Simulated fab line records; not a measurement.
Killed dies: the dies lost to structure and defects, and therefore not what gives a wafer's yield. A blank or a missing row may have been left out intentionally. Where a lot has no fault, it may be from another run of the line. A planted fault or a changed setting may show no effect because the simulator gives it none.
fab line records :: flow ritCmos
[record]
  lots = 14
  wafers = 42
  lastDay = 7
route steps=202 shown GATE@81
lots that met no fault: taken from a fault-free run of the same line
startH: start of the lot's first displayed wafer, in hours after the record's first day :: waitH: hours from the lot's prior step to this one :: " identical to the entry in the row above :: L1.1+2: several wafers, shown together as one row :: - no value, or no start was given :: * or withheld: withheld :: < > ~ a bound
route shown NAME@n: names a module that has steps shown in the file, with the first one's number in the route :: usual: mean/standard deviation of fault-free wafers :: same: alike in all rows :: chamber/n: place in a boat :: sites: the reading at each site :: _std_site: standard deviation across them :: _edge_site: the outer-site mean with the inner-site mean subtracted :: radiusMm: how far each site lies from the wafer's centre :: mask NAME#n: copy n :: behind: tool/chamber where the wafer was last shaped :: hold: why the lot was held/for how many hours/how that ended :: device: transistor that didn't switch, given as n, p or np :: end of line: the route-end tests of the same wafers :: a step given without rows: its recipe and nothing more :: killed: the dies lost at the first sort to structure and to defects; this is not the yield of the wafer :: map: a wafer's dies, x killed, . not, _ none there
set.NAME: the run value of the setting; set.NAME@STEP: its run value at that earlier step :: model.NAME: the simulator's own value behind a step, which no gauge read
one table for each step of the route and one row for each wafer, over a sample of lots
services: a tool's chamber out of use, with start hour (startH, from the record's first day; less than 0 if before it), hours out, and reason
[[steps]]
[step RIT_GATE_OXIDATION_05]
[recipe]
  tempC = 900
  ambient = O2
  targetThkA = 30
  oxTimeS = 270
[usual]
  oxTempC = 900.0/0.4
lot.wafer: L617.3
tool: furnace-04
chamber: 0
startH: 33.30
waitH: 0.0
oxTempC: 900.2

lot.wafer: L617.5
tool: furnace-04
chamber: 0
startH: 33.30
waitH: 0.0
oxTempC: 900.1

lot.wafer: L617.6
tool: furnace-04
chamber: 0
startH: 33.30
waitH: 0.0
oxTempC: 900.0

lot.wafer: L618.1
tool: furnace-03
chamber: 0
startH: 38.13
waitH: 0.1
oxTempC: 899.7

lot.wafer: L618.2
tool: furnace-03
chamber: 0
startH: 38.13
waitH: 0.1
oxTempC: 899.8

lot.wafer: L618.6
tool: furnace-03
chamber: 0
startH: 38.13
waitH: 0.1
oxTempC: 900.1

lot.wafer: L619.4
tool: furnace-01
chamber: 0
startH: 49.09
waitH: 2.4
oxTempC: 899.8

lot.wafer: L619.5
tool: furnace-01
chamber: 0
startH: 49.09
waitH: 2.4
oxTempC: 899.9

lot.wafer: L619.6
tool: furnace-01
chamber: 0
startH: 49.09
waitH: 2.4
oxTempC: 900.3

lot.wafer: L620.4
tool: furnace-04
chamber: 0
startH: 50.68
waitH: 0.9
oxTempC: 900.9

lot.wafer: L620.5
tool: furnace-04
chamber: 0
startH: 50.68
waitH: 0.9
oxTempC: 901.2

lot.wafer: L620.6
tool: furnace-04
chamber: 0
startH: 50.68
waitH: 0.9
oxTempC: 900.8

lot.wafer: L621.1
tool: furnace-03
chamber: 0
startH: 55.58
waitH: 1.1
oxTempC: 900.0

lot.wafer: L621.2
tool: furnace-03
chamber: 0
startH: 55.58
waitH: 1.1
oxTempC: 900.6

lot.wafer: L621.6
tool: furnace-03
chamber: 0
startH: 55.58
waitH: 1.1
oxTempC: 900.4

lot.wafer: L622.2
tool: furnace-03
chamber: 0
startH: 60.60
waitH: 0.3
oxTempC: 900.6

lot.wafer: L622.4
tool: furnace-03
chamber: 0
startH: 60.60
waitH: 0.3
oxTempC: 900.3

lot.wafer: L622.5
tool: furnace-03
chamber: 0
startH: 60.60
waitH: 0.3
oxTempC: 900.8

lot.wafer: L623.1
tool: furnace-04
chamber: 0
startH: 69.58
waitH: 1.1
oxTempC: 899.6

lot.wafer: L623.5
tool: furnace-04
chamber: 0
startH: 69.58
waitH: 1.1
oxTempC: 899.9

lot.wafer: L623.6
tool: furnace-04
chamber: 0
startH: 69.58
waitH: 1.1
oxTempC: 899.8

lot.wafer: L625.2
tool: furnace-04
chamber: 0
startH: 73.90
waitH: 0.5
oxTempC: 900.1

lot.wafer: L625.5
tool: furnace-04
chamber: 0
startH: 73.90
waitH: 0.5
oxTempC: 900.0

lot.wafer: L625.6
tool: furnace-04
chamber: 0
startH: 73.90
waitH: 0.5
oxTempC: 899.7

lot.wafer: L628.4
tool: furnace-03
chamber: 0
startH: 91.17
waitH: 0.8
oxTempC: 900.2

lot.wafer: L628.5
tool: furnace-03
chamber: 0
startH: 91.17
waitH: 0.8
oxTempC: 900.3

lot.wafer: L628.6
tool: furnace-03
chamber: 0
startH: 91.17
waitH: 0.8
oxTempC: 899.6

lot.wafer: L629.2
tool: furnace-03
chamber: 0
startH: 95.04
waitH: 1.1
oxTempC: 899.9

lot.wafer: L629.5
tool: furnace-03
chamber: 0
startH: 95.04
waitH: 1.1
oxTempC: 900.5

lot.wafer: L629.6
tool: furnace-03
chamber: 0
startH: 95.04
waitH: 1.1
oxTempC: 899.6

lot.wafer: L636.1
tool: furnace-04
chamber: 0
startH: 131.60
waitH: 2.0
oxTempC: 900.1

lot.wafer: L636.2
tool: furnace-04
chamber: 0
startH: 131.60
waitH: 2.0
oxTempC: 900.0

lot.wafer: L636.6
tool: furnace-04
chamber: 0
startH: 131.60
waitH: 2.0
oxTempC: 899.8

lot.wafer: L637.1
tool: furnace-04
chamber: 0
startH: 134.43
waitH: 0.1
oxTempC: 899.6

lot.wafer: L637.3
tool: furnace-04
chamber: 0
startH: 134.43
waitH: 0.1
oxTempC: 899.8

lot.wafer: L637.5
tool: furnace-04
chamber: 0
startH: 134.43
waitH: 0.1
oxTempC: 899.5

lot.wafer: L639.2
tool: furnace-01
chamber: 0
startH: 145.41
waitH: 0.3
oxTempC: 900.0

lot.wafer: L639.3
tool: furnace-01
chamber: 0
startH: 145.41
waitH: 0.3
oxTempC: 900.4

lot.wafer: L639.6
tool: furnace-01
chamber: 0
startH: 145.41
waitH: 0.3
oxTempC: 899.7

lot.wafer: L640.1
tool: furnace-03
chamber: 0
startH: 152.88
waitH: 1.2
oxTempC: 900.2

lot.wafer: L640.2
tool: furnace-03
chamber: 0
startH: 152.88
waitH: 1.2
oxTempC: 900.1

lot.wafer: L640.6
tool: furnace-03
chamber: 0
startH: 152.88
waitH: 1.2
oxTempC: 900.5
[step RIT_GATE_THK_MEAS_07]
[recipe]
  reads = SiO2_of_GATE_OXIDATION_05
[usual]
  GATE_OXIDE_THK = 3.01/0.073
lot.wafer: L617.3
tool: filmMetro-03
chamber: -
startH: 34.64
waitH: 0.0
GATE_OXIDE_THK[nm]: 2.89

lot.wafer: L617.5
tool: filmMetro-03
chamber: -
startH: 34.64
waitH: 0.0
GATE_OXIDE_THK[nm]: 2.90

lot.wafer: L617.6
tool: filmMetro-03
chamber: -
startH: 34.64
waitH: 0.0
GATE_OXIDE_THK[nm]: 2.96

lot.wafer: L618.1
tool: filmMetro-03
chamber: -
startH: 40.77
waitH: 0.0
GATE_OXIDE_THK[nm]: 3.05

lot.wafer: L618.2
tool: filmMetro-03
chamber: -
startH: 40.77
waitH: 0.0
GATE_OXIDE_THK[nm]: 3.01

lot.wafer: L618.6
tool: filmMetro-03
chamber: -
startH: 40.77
waitH: 0.0
GATE_OXIDE_THK[nm]: 3.11

lot.wafer: L619.4
tool: filmMetro-03
chamber: -
startH: 53.96
waitH: 0.0
GATE_OXIDE_THK[nm]: 3.08

lot.wafer: L619.5
tool: filmMetro-03
chamber: -
startH: 53.96
waitH: 0.0
GATE_OXIDE_THK[nm]: 3.05

lot.wafer: L619.6
tool: filmMetro-03
chamber: -
startH: 53.96
waitH: 0.0
GATE_OXIDE_THK[nm]: 3.14

lot.wafer: L620.4
tool: filmMetro-04
chamber: -
startH: 53.96
waitH: 0.0
GATE_OXIDE_THK[nm]: 2.94

lot.wafer: L620.5
tool: filmMetro-04
chamber: -
startH: 53.96
waitH: 0.0
GATE_OXIDE_THK[nm]: 2.94

lot.wafer: L620.6
tool: filmMetro-04
chamber: -
startH: 53.96
waitH: 0.0
GATE_OXIDE_THK[nm]: 2.91

lot.wafer: L621.1
tool: filmMetro-02
chamber: -
startH: 56.91
waitH: 0.0
GATE_OXIDE_THK[nm]: 2.95

lot.wafer: L621.2
tool: filmMetro-02
chamber: -
startH: 56.91
waitH: 0.0
GATE_OXIDE_THK[nm]: 2.91

lot.wafer: L621.6
tool: filmMetro-02
chamber: -
startH: 56.91
waitH: 0.0
GATE_OXIDE_THK[nm]: 3.01

lot.wafer: L622.2
tool: filmMetro-03
chamber: -
startH: 62.52
waitH: 0.0
GATE_OXIDE_THK[nm]: 2.95

lot.wafer: L622.4
tool: filmMetro-03
chamber: -
startH: 62.52
waitH: 0.0
GATE_OXIDE_THK[nm]: 3.00

lot.wafer: L622.5
tool: filmMetro-03
chamber: -
startH: 62.52
waitH: 0.0
GATE_OXIDE_THK[nm]: 2.97

lot.wafer: L623.1
tool: filmMetro-04
chamber: -
startH: 72.69
waitH: 0.0
GATE_OXIDE_THK[nm]: 3.01

lot.wafer: L623.5
tool: filmMetro-04
chamber: -
startH: 72.69
waitH: 0.0
GATE_OXIDE_THK[nm]: 2.99

lot.wafer: L623.6
tool: filmMetro-04
chamber: -
startH: 72.69
waitH: 0.0
GATE_OXIDE_THK[nm]: 3.04

lot.wafer: L625.2
tool: filmMetro-04
chamber: -
startH: 75.23
waitH: 0.0
GATE_OXIDE_THK[nm]: 2.98

lot.wafer: L625.5
tool: filmMetro-04
chamber: -
startH: 75.23
waitH: 0.0
GATE_OXIDE_THK[nm]: 3.05

lot.wafer: L625.6
tool: filmMetro-04
chamber: -
startH: 75.23
waitH: 0.0
GATE_OXIDE_THK[nm]: 2.96

lot.wafer: L628.4
tool: filmMetro-02
chamber: -
startH: 92.52
waitH: 0.0
GATE_OXIDE_THK[nm]: 3.28

lot.wafer: L628.5
tool: filmMetro-02
chamber: -
startH: 92.52
waitH: 0.0
GATE_OXIDE_THK[nm]: 3.26

lot.wafer: L628.6
tool: filmMetro-02
chamber: -
startH: 92.52
waitH: 0.0
GATE_OXIDE_THK[nm]: 3.31

lot.wafer: L629.2
tool: filmMetro-02
chamber: -
startH: 98.85
waitH: 0.0
GATE_OXIDE_THK[nm]: 3.21

lot.wafer: L629.5
tool: filmMetro-02
chamber: -
startH: 98.85
waitH: 0.0
GATE_OXIDE_THK[nm]: 3.20

lot.wafer: L629.6
tool: filmMetro-02
chamber: -
startH: 98.85
waitH: 0.0
GATE_OXIDE_THK[nm]: 3.25

lot.wafer: L636.1
tool: filmMetro-02
chamber: -
startH: 134.24
waitH: 0.0
GATE_OXIDE_THK[nm]: 2.97

lot.wafer: L636.2
tool: filmMetro-02
chamber: -
startH: 134.24
waitH: 0.0
GATE_OXIDE_THK[nm]: 2.93

lot.wafer: L636.6
tool: filmMetro-02
chamber: -
startH: 134.24
waitH: 0.0
GATE_OXIDE_THK[nm]: 3.02

lot.wafer: L637.1
tool: filmMetro-04
chamber: -
startH: 135.75
waitH: 0.0
GATE_OXIDE_THK[nm]: 2.98

lot.wafer: L637.3
tool: filmMetro-04
chamber: -
startH: 135.75
waitH: 0.0
GATE_OXIDE_THK[nm]: 2.93

lot.wafer: L637.5
tool: filmMetro-04
chamber: -
startH: 135.75
waitH: 0.0
GATE_OXIDE_THK[nm]: 2.96

lot.wafer: L639.2
tool: filmMetro-04
chamber: -
startH: 147.84
waitH: 0.0
GATE_OXIDE_THK[nm]: 3.08

lot.wafer: L639.3
tool: filmMetro-04
chamber: -
startH: 147.84
waitH: 0.0
GATE_OXIDE_THK[nm]: 3.10

lot.wafer: L639.6
tool: filmMetro-04
chamber: -
startH: 147.84
waitH: 0.0
GATE_OXIDE_THK[nm]: 3.05

lot.wafer: L640.1
tool: filmMetro-02
chamber: -
startH: 155.81
waitH: 0.0
GATE_OXIDE_THK[nm]: 3.00

lot.wafer: L640.2
tool: filmMetro-02
chamber: -
startH: 155.81
waitH: 0.0
GATE_OXIDE_THK[nm]: 3.07

lot.wafer: L640.6
tool: filmMetro-02
chamber: -
startH: 155.81
waitH: 0.0
GATE_OXIDE_THK[nm]: 3.00
[[services]]
tool: furnace-03
chamber: -
startH: 45.85
hours: 9.7
kind: pm

tool: furnace-01
chamber: -
startH: 68.91
hours: 3.5
kind: pm

tool: furnace-03
chamber: -
startH: 139.19
hours: 4.2
kind: pm

tool: furnace-01
chamber: -
startH: 152.05
hours: 3.5
kind: pm
[[key]]
[firstSign]
  step = RIT_GATE_THK_MEAS_07
  reading = GATE_OXIDE_THK
  direction = up
  sigmas = 3.3
  usual = 3.01
  struck = 3.25
effect none on later readings
metAt RIT_GATE_OXIDATION_05
struckLots L628,L629
testerLeftOut L628,L629
onsetBetween 60.60 91.17
[fault]
  kind = processParameterDrift
  tool = furnace-03
  chamber = -
  onsetH = 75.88
  steps = RIT_GATE_OXIDATION_05
  channel = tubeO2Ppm
  offset = 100
  shape = step
  endH = 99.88
// testerLeftOut: of these lots the tester's yield and bins aren't shown, on N5 and GAA mostly nor the transistor test; their killed dies are dies lost to structure and defects alone, not to doping, threshold or leakage, so they don't give the yield
